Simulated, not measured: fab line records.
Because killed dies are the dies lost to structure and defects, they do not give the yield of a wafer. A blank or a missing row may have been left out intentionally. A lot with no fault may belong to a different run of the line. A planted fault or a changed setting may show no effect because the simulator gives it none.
fab line records | flow berkeley_cmos170
record: lots: 14 wafers: 42 last_day: 12
route steps=331 shown PWELL@47 ACTIVE@77 NVT@112 PVT@123
lots that met no fault: taken from a fault-free run of the same line
start_h: hours from the record's first day to the start of the lot's first wafer shown | wait_h: time in hours since the lot's previous step | " repeats the value in the row above | L1.1+2: one row covering several wafers at once | - no value, or no start was given | * or withheld: withheld | < > ~ a bound
route shown NAME@n: names a module that has steps shown in the file, with the first one's number in the route | usual: average and standard deviation across the fault-free wafers | same: alike in all rows | chamber/n: place in a boat | sites: per-site readings | _std_site: the standard deviation of these | _edge_site: inner sites' mean taken away from outer sites' mean | radius_mm: for every site, how far away it sits from the centre of the wafer | mask NAME#n: copy n | behind: the tool/chamber that last shaped the wafer | hold: why the lot went on hold/how many hours it stayed there/how the hold came to an end | device: names the non-switching transistor (n, p or np) | end of line: the route-end tests of the same wafers | a step with no rows: only its recipe | killed: dies that structure and defects cost at the first sort, which is not the same as the wafer's yield | map: shows each die of a wafer: x if killed, . if not, _ if none is there
set.NAME: setting as actually run; set.NAME@STEP: the setting as run at that earlier step | model.NAME: the simulator's own value behind a step, which no gauge read
a sample of lots followed through the steps of the route, with each step as a table and each wafer as a row
services: the hour from which a tool's chamber was out of use, counted from the record's first day as start_h (under 0 if before that day), plus the number of hours and why
== steps ==
step: UCB170_PWELL_OVL_MEAS_13
usual: PWELL_OVL: 0/6.1
columns lot.wafer tool chamber start_h wait_h PWELL_OVL[nm]
L601.1 overlay-02 - 54.28 - 3
L601.3 " - " " 7
L601.6 " - " " -1
L602.3 overlay-01 - 54.33 - -10
L602.5 " - " " -9
L602.6 " - " " -4
L603.1 overlay-02 - 62.15 - -6
L603.3 " - " " -1
L603.6 " - " " 5
L606.2 overlay-02 - 75.78 - 5
L606.3 " - " " 4
L606.4 " - " " 0
L608.1 overlay-02 - 83.93 - -2
L608.3 " - " " -1
L608.6 " - " " 1
L609.3 overlay-01 - 84.22 - 8
L609.4 " - " " -1
L609.6 " - " " 1
L613.3 overlay-02 - 114.15 - -4
L613.5 " - " " -12
L613.6 " - " " -7
L614.1 overlay-02 - 114.41 - 1
L614.4 " - " " 1
L614.6 " - " " 5
L615.1 overlay-01 - 116.36 - 4
L615.2 " - " " 6
L615.6 " - " " 1
L619.1 overlay-01 - 141.15 - -1
L619.3 " - " " 1
L619.4 " - " " 8
L620.4 overlay-01 - 153.18 - 7
L620.5 " - " " -7
L620.6 " - " " 6
L622.3 overlay-02 - 159.48 - -4
L622.4 " - " " 0
L622.5 " - " " -4
L624.2 overlay-01 - 159.75 - -14
L624.3 " - " " -3
L624.6 " - " " -13
L623.1 overlay-02 - 171.76 - -5
L623.2 " - " " 13
L623.5 " - " " -2
step: UCB170_PWELL_ETCH_14
recipe: chemistry: CH3F/Ar/O2 target: Si3N4 stop_on: SiO2 CH3F_flow_sccm: 20 Ar_flow_sccm: 50 O2_flow_sccm: 7 pressure_mtorr: 50 rf_w: 450 target_depth_a: 2420 over_etch_frac: 0.1 time_s: 151
usual: CH3F_flow_sccm: 20.01/0.058 chamber_pressure_mTorr: 50.00/0.047 drypump_motor_current_A: 5.7/0.59 oes_product_au: 0.947/0.014 throttle_valve_pct: 8.11/0.12
same: over_etch_frac: 0.1
columns lot.wafer tool chamber start_h wait_h CH3F_flow_sccm chamber_pressure_mTorr drypump_motor_current_A oes_product_au rf_hours_counter_h throttle_valve_pct
L601.1 rie_diel-04 1 54.32 0.0 19.99 49.96 6.4 0.940 156 7.97
L601.3 " 2 " " 19.97 50.01 4.8 0.958 138 8.15
L601.6 " 0 " " 20.07 50.00 5.8 0.953 - 8.16
L602.3 rie_diel-02 1 54.36 0.0 19.98 50.04 5.3 0.952 2 8.18
L602.5 " 3 " " 20.04 49.99 6.0 0.922 - 8.29
L602.6 " 0 " " 19.96 49.99 6.8 0.955 - 7.94
L603.1 rie_diel-04 1 62.18 0.0 19.93 50.02 6.4 0.929 156 7.97
L603.3 " 3 " " 19.92 50.02 5.1 0.932 126 8.15
L603.6 " 1 " " 19.98 49.99 6.4 0.945 - 7.99
L606.2 rie_diel-03 2 75.81 0.0 19.98 49.99 6.0 0.934 13 7.91
L606.3 " 0 " " 20.04 50.09 5.6 0.968 43 8.05
L606.4 " 1 " " 19.99 49.96 6.0 0.954 12 8.04
L608.1 rie_diel-02 1 83.97 0.0 20.00 49.96 5.3 0.950 3 8.19
L608.3 " 2 " " 19.96 50.02 4.9 0.936 82 8.02
L608.6 " 1 " " 19.92 49.95 5.3 0.946 - 8.19
L609.3 rie_diel-03 2 84.24 0.0 19.91 49.99 6.0 0.939 13 7.91
L609.4 " 1 " " 19.97 50.03 6.0 0.941 13 8.05
L609.6 " 0 " " 20.07 50.06 5.6 0.953 - 8.05
L613.3 rie_diel-04 0 114.17 0.0 20.03 50.01 5.8 0.955 60 8.17
L613.5 " 2 " " 20.08 50.03 4.8 0.962 - 8.15
L613.6 " 1 " " 20.02 50.00 6.4 0.944 - 7.98
L614.1 rie_diel-03 2 114.44 0.0 19.99 49.96 6.1 0.935 14 7.93
L614.4 " 0 " " 20.00 49.99 5.6 0.958 45 8.06
L614.6 " 2 " " 20.05 50.00 6.0 0.953 - 7.90
L615.1 rie_diel-03 3 116.40 0.0 20.06 50.00 5.7 0.956 129 8.36
L615.2 " 1 " " 19.96 50.08 6.0 0.954 14 8.03
L615.6 " 0 " " 19.99 50.04 5.6 0.962 - 8.05
L619.1 rie_diel-02 2 141.18 0.0 20.02 50.01 4.8 0.948 85 8.03
L619.3 " 1 " " 19.91 49.95 5.3 0.947 6 8.19
L619.4 " 0 " " 20.03 49.96 6.8 0.943 2 7.97
L620.4 rie_diel-02 1 153.19 0.0 19.98 50.06 5.3 0.952 7 8.19
L620.5 " 1 " " 19.97 50.02 5.3 0.950 - 8.19
L620.6 " 2 " " 19.88 50.00 4.8 0.941 - 8.03
L622.3 rie_diel-04 3 159.50 0.0 19.96 49.98 5.1 0.929 131 8.17
L622.4 " 1 " " 20.01 49.92 6.4 0.977 1 7.99
L622.5 " 0 " " 19.89 50.03 5.8 0.954 - 8.17
L624.2 rie_diel-03 0 159.78 0.0 19.94 49.94 5.6 0.964 47 8.07
L624.3 " 1 " " 19.99 50.07 6.0 0.946 16 8.04
L624.6 " 3 " " 19.92 50.00 5.7 0.963 - 8.36
L623.1 rie_diel-02 0 171.80 0.0 19.98 49.92 6.8 0.952 4 7.97
L623.2 " 2 " " 19.93 50.00 4.9 0.937 87 8.03
L623.5 " 0 " " 19.94 50.08 6.8 0.953 - 7.98
step: UCB170_ACTIVE_CD_MEAS_90
recipe: target_cd_nm: 1200
usual: cd_nm: 1199.7/1.4
columns lot.wafer tool chamber start_h wait_h cd_nm
L601.1 cd_sem-01 - 80.33 0.2 1201.4
L601.3 " - " " 1199.9
L601.6 " - " " 1198.2
L602.3 cd_sem-01 - 80.52 0.1 1199.0
L602.5 " - " " 1199.4
L602.6 " - " " 1198.9
L603.1 cd_sem-01 - 95.72 0.2 1198.2
L603.3 " - " " 1198.5
L603.6 " - " " 1198.4
L606.2 cd_sem-02 - 104.89 0.1 1201.2
L606.3 " - " " 1201.2
L606.4 " - " " 1201.2
L609.3 cd_sem-02 - 112.17 0.1 1200.8
L609.4 " - " " 1201.0
L609.6 " - " " 1200.7
L608.1 cd_sem-01 - 112.31 0.1 1201.2
L608.3 " - " " 1199.4
L608.6 " - " " 1198.7
L615.1 cd_sem-01 - 144.46 0.1 1201.0
L615.2 " - " " 1199.5
L615.6 " - " " 1198.4
L613.3 cd_sem-02 - 144.95 0.1 1198.0
L613.5 " - " " 1199.0
L613.6 " - " " 1199.4
L614.1 cd_sem-01 - 145.13 0.1 1202.3
L614.4 " - " " 1201.3
L614.6 " - " " 1202.0
L619.1 cd_sem-01 - 161.27 0.1 1198.0
L619.3 " - " " 1199.0
L619.4 " - " " 1197.7
L620.4 cd_sem-02 - 182.76 0.1 1200.9
L620.5 " - " " 1201.9
L620.6 " - " " 1201.8
L624.2 cd_sem-01 - 187.72 0.1 1199.1
L624.3 " - " " 1198.7
L624.6 " - " " 1200.1
L622.3 cd_sem-01 - 188.01 0.1 1200.7
L622.4 " - " " 1200.9
L622.5 " - " " 1199.1
L623.1 cd_sem-01 - 207.71 0.1 1199.6
L623.2 " - " " 1201.0
L623.5 " - " " 1201.3
step: UCB170_NVT_STRIP_08
recipe: chemistry: O2 power_w: 400 pressure_mtorr: 3500 platen_temp_c: withheld o2_flow_sccm: 400 overash_fraction: 0.5
usual: chamber_pressure_mTorr: 3500/3.2 drypump_motor_current_A: 5.8/0.37 oes_product_au: 0.735/0.0046 strip_time_to_endpoint_s: 21.65/0.06
columns lot.wafer tool chamber start_h wait_h chamber_pressure_mTorr drypump_motor_current_A oes_product_au rf_hours_counter_h strip_time_to_endpoint_s
L601.1 plasma_asher-02 0 111.23 0.1 3501 5.7 0.731 31 21.64
L601.3 " 0 " " 3502 5.7 0.728 - 21.59
L601.6 " 0 " " 3502 5.7 0.735 - 21.58
L602.3 plasma_asher-01 1 111.60 0.1 3496 5.5 0.738 - 21.57
L602.5 " 0 " " 3495 6.5 0.731 - 21.64
L602.6 " 1 " " 3502 5.5 0.733 - 21.54
L603.1 plasma_asher-03 1 132.95 0.1 3502 5.4 0.733 43 21.67
L603.3 " 0 " " 3506 5.4 0.734 - 21.71
L603.6 " 1 " " 3507 5.4 0.739 - 21.63
L606.2 plasma_asher-02 0 137.07 0.1 - - - - -
L606.3 " 1 " " - - - - -
L606.4 " 0 " " - - - - -
L608.1 plasma_asher-01 0 141.11 0.1 - - - - -
L608.3 " 0 " " - - - - -
L608.6 " 1 " " - - - - -
L609.3 plasma_asher-02 0 141.42 0.1 3503 5.7 0.743 - 21.65
L609.4 " 1 " " 3494 6.1 0.730 - 21.62
L609.6 " 1 " " 3499 6.1 0.727 - 21.65
L614.1 plasma_asher-01 0 171.21 0.1 3499 6.5 0.743 48 21.60
L614.4 " 1 " " 3497 5.5 0.733 - 21.61
L614.6 " 0 " " 3504 6.5 0.730 - 21.58
L613.3 plasma_asher-03 1 171.48 0.1 3493 5.4 0.739 - 21.61
L613.5 " 1 " " 3499 5.4 0.732 - 21.59
L613.6 " 0 " " 3500 5.4 0.721 - 21.59
L615.1 plasma_asher-02 1 171.69 0.1 3498 6.1 0.736 39 21.74
L615.2 " 0 " " 3500 5.7 0.737 39 21.74
L615.6 " 0 " " 3497 5.7 0.736 - 21.70
L619.1 plasma_asher-02 1 196.65 0.1 3496 6.1 0.741 42 21.67
L619.3 " 1 " " 3503 6.1 0.741 - 21.68
L619.4 " 0 " " 3500 5.7 0.734 - 21.65
L624.2 plasma_asher-02 1 226.91 0.1 3501 6.1 0.744 45 21.62
L624.3 " 0 " " 3496 5.7 0.737 - 21.56
L624.6 " 1 " " 3495 6.1 0.732 - 21.60
L620.4 plasma_asher-03 1 227.10 0.1 3499 5.4 0.745 - 21.61
L620.5 " 1 " " 3497 5.4 0.733 - 21.61
L620.6 " 0 " " 3497 5.5 0.737 - 21.69
L622.3 plasma_asher-02 0 231.18 0.1 3500 5.7 0.737 - 21.76
L622.4 " 1 " " 3503 6.1 0.727 - 21.67
L622.5 " 0 " " 3493 5.7 0.731 - 21.78
L623.1 plasma_asher-02 0 239.75 0.1 3505 5.7 0.734 46 21.66
L623.2 " 1 " " 3501 6.1 0.730 46 21.63
L623.5 " 1 " " 3502 6.0 0.730 - 21.73
step: UCB170_PVT_STRIP_08
recipe: chemistry: O2 power_w: 400 pressure_mtorr: 3500 platen_temp_c: withheld o2_flow_sccm: 400 overash_fraction: 0.5
usual: chamber_pressure_mTorr: 3500/3.7 drypump_motor_current_A: 5.8/0.42 oes_product_au: 0.735/0.0045 strip_time_to_endpoint_s: 21.61/0.073
columns lot.wafer tool chamber start_h wait_h chamber_pressure_mTorr drypump_motor_current_A oes_product_au rf_hours_counter_h strip_time_to_endpoint_s
L601.1 plasma_asher-03 1 114.04 0.1 3499 5.4 0.737 41 21.62
L601.3 " 1 " " 3500 5.4 0.739 - 21.69
L601.6 " 0 " " 3500 5.4 0.727 - 21.56
L602.3 plasma_asher-01 1 114.34 0.1 3502 5.5 0.736 - 21.63
L602.5 " 0 " " 3498 6.5 0.737 - 21.65
L602.6 " 1 " " 3503 5.5 0.742 - 21.60
L603.1 plasma_asher-03 1 134.88 0.1 3492 5.4 0.735 44 21.67
L603.3 " 1 " " 3511 5.4 0.732 - 21.68
L603.6 " 0 " " 3496 5.5 0.738 - 21.67
L606.2 plasma_asher-01 1 141.64 0.1 3499 5.5 0.736 44 47.99
L606.3 " 1 " " 3498 5.5 0.744 - 47.93
L606.4 " 0 " " 3502 6.5 0.741 - 48.01
L608.1 plasma_asher-04 1 144.19 0.1 3497 6.2 0.742 3 48.03
L608.3 " 0 " " 3496 5.8 0.742 - 48.01
L608.6 " 0 " " 3500 5.8 0.736 - 47.92
L609.3 plasma_asher-03 1 144.50 0.1 3504 5.4 0.743 - 21.65
L609.4 " 0 " " 3494 5.4 0.736 - 21.64
L609.6 " 0 " " 3504 5.4 0.724 - 21.61
L614.1 plasma_asher-03 0 172.69 0.1 3501 5.5 0.733 49 21.47
L614.4 " 0 " " 3497 5.5 0.740 - 21.48
L614.6 " 1 " " 3504 5.4 0.739 - 21.55
L613.3 plasma_asher-04 1 172.97 0.1 3505 6.2 0.732 - 21.71
L613.5 " 0 " " 3490 5.9 0.736 - 21.69
L613.6 " 1 " " 3495 6.2 0.732 - 21.67
L615.1 plasma_asher-01 1 173.21 0.1 3501 5.5 0.740 48 21.64
L615.2 " 0 " " 3502 6.5 0.735 48 21.72
L615.6 " 0 " " 3502 6.5 0.729 - 21.61
L619.1 plasma_asher-03 0 198.14 0.1 3501 5.4 0.733 52 21.61
L619.3 " 1 " " 3497 5.3 0.735 - 21.60
L619.4 " 0 " " 3499 5.5 0.730 - 21.54
L620.4 plasma_asher-04 1 230.52 0.1 3502 6.2 0.726 - 21.66
L620.5 " 0 " " 3498 5.9 0.736 - 21.62
L620.6 " 1 " " 3500 6.2 0.733 - 21.58
L624.2 plasma_asher-03 1 230.52 0.1 3498 5.3 0.731 55 21.57
L624.3 " 1 " " 3501 5.4 0.725 - 21.61
L624.6 " 1 " " 3500 5.4 0.734 - 21.66
L622.3 plasma_asher-03 1 234.07 0.1 3499 5.4 0.719 - 21.64
L622.4 " 0 " " 3499 5.4 0.735 - 21.69
L622.5 " 0 " " 3505 5.4 0.734 - 21.68
L623.1 plasma_asher-01 0 243.55 0.1 3495 6.5 0.728 55 21.63
L623.2 " 1 " " 3499 5.5 0.738 55 21.64
L623.5 " 1 " " 3501 5.5 0.737 - 21.64
step: UCB170_PVT_TW_MEAS_09
usual: PVT_TW: 507.9/2.2
columns lot.wafer tool chamber start_h wait_h PVT_TW
L601.1 film_metro-01 - 114.14 0.1 511.7
L601.3 " - " " 509.5
L601.6 " - " " 512.5
L602.3 film_metro-03 - 114.43 0.1 508.3
L602.5 " - " " 506.3
L602.6 " - " " 508.5
L603.1 film_metro-04 - 134.98 0.1 509.6
L603.3 " - " " 510.9
L603.6 " - " " 509.8
L606.2 film_metro-03 - 141.75 0.1 30.1
L606.3 " - " " 30.0
L606.4 " - " " 30.0
L608.1 film_metro-03 - 144.29 0.1 30.0
L608.3 " - " " 30.0
L608.6 " - " " 30.0
L609.3 film_metro-03 - 144.59 0.1 507.9
L609.4 " - " " 509.0
L609.6 " - " " 508.1
L614.1 film_metro-04 - 172.79 0.1 506.9
L614.4 " - " " 505.1
L614.6 " - " " 503.9
L613.3 film_metro-01 - 173.06 0.1 506.1
L613.5 " - " " 505.5
L613.6 " - " " 503.8
L615.1 film_metro-03 - 173.31 0.1 506.7
L615.2 " - " " 509.7
L615.6 " - " " 506.4
L619.1 film_metro-01 - 198.24 0.1 507.3
L619.3 " - " " 505.6
L619.4 " - " " 504.1
L620.4 film_metro-04 - 230.61 0.1 510.7
L620.5 " - " " 507.6
L620.6 " - " " 509.7
L624.2 film_metro-01 - 230.63 0.1 508.2
L624.3 " - " " 511.1
L624.6 " - " " 510.2
L622.3 film_metro-04 - 234.18 0.1 511.7
L622.4 " - " " 511.9
L622.5 " - " " 511.4
L623.1 film_metro-03 - 243.65 0.1 506.9
L623.2 " - " " 506.3
L623.5 " - " " 507.5
== services ==
columns tool chamber start_h hours kind
plasma_asher-04 - 64.15 2.7 repair
plasma_asher-03 - 76.99 2.3 repair
rie_diel-02 0 77.72 - clean
rie_diel-02 0 77.72 14.1 scheduled_down
rie_diel-02 0 77.72 14.1 vent_cycle
rie_diel-04 2 85.13 4.1 repair
plasma_asher-02 - 88.36 1.9 repair
plasma_asher-03 - 90.49 6.0 repair
plasma_asher-04 - 108.75 9.0 pm
rie_diel-02 3 112.39 6.6 repair
rie_diel-04 1 127.79 - clean
rie_diel-04 1 127.79 21.2 scheduled_down
plasma_asher-04 - 145.42 14.6 pm
rie_diel-03 0 167.99 8.6 repair
rie_diel-04 3 169.55 5.0 repair
rie_diel-02 3 194.09 - clean
rie_diel-02 3 194.09 21.7 scheduled_down
rie_diel-02 3 194.09 21.7 vent_cycle
rie_diel-03 - 211.11 14.6 pm
plasma_asher-03 - 214.55 2.8 pm
plasma_asher-03 - 218.17 2.3 repair
rie_diel-04 1 221.18 6.1 repair
rie_diel-04 3 228.08 3.4 repair
rie_diel-04 1 230.87 16.2 repair
== key ==
first_sign: step: UCB170_NVT_STRIP_08 reading: tool_record direction: missing
effect: step: UCB170_PVT_STRIP_08 reading: strip_time_to_endpoint_s direction: up sigmas: 99+ usual: * struck: *
effect: step: UCB170_PVT_TW_MEAS_09 reading: PVT_TW direction: down sigmas: 99+ usual: 507.9 struck: 30.0
met_at UCB170_NVT_STRIP_08
struck_lots L606,L608
rows_end L606.2,L606.3,L606.4,L608.1,L608.3,L608.6
not_acting_at UCB170_PWELL_OVL_MEAS_13,UCB170_PWELL_ETCH_14,UCB170_ACTIVE_CD_MEAS_90
onset_between 111.60 137.07
fault: kind: skipped_step_whole tool: plasma_asher-01,plasma_asher-02 chamber: - onset_h: 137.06 steps: UCB170_NVT_STRIP_08 scope: struck_lots_only
rows_end: these wafers met a further fault down the route, and their rows from its step on are left out
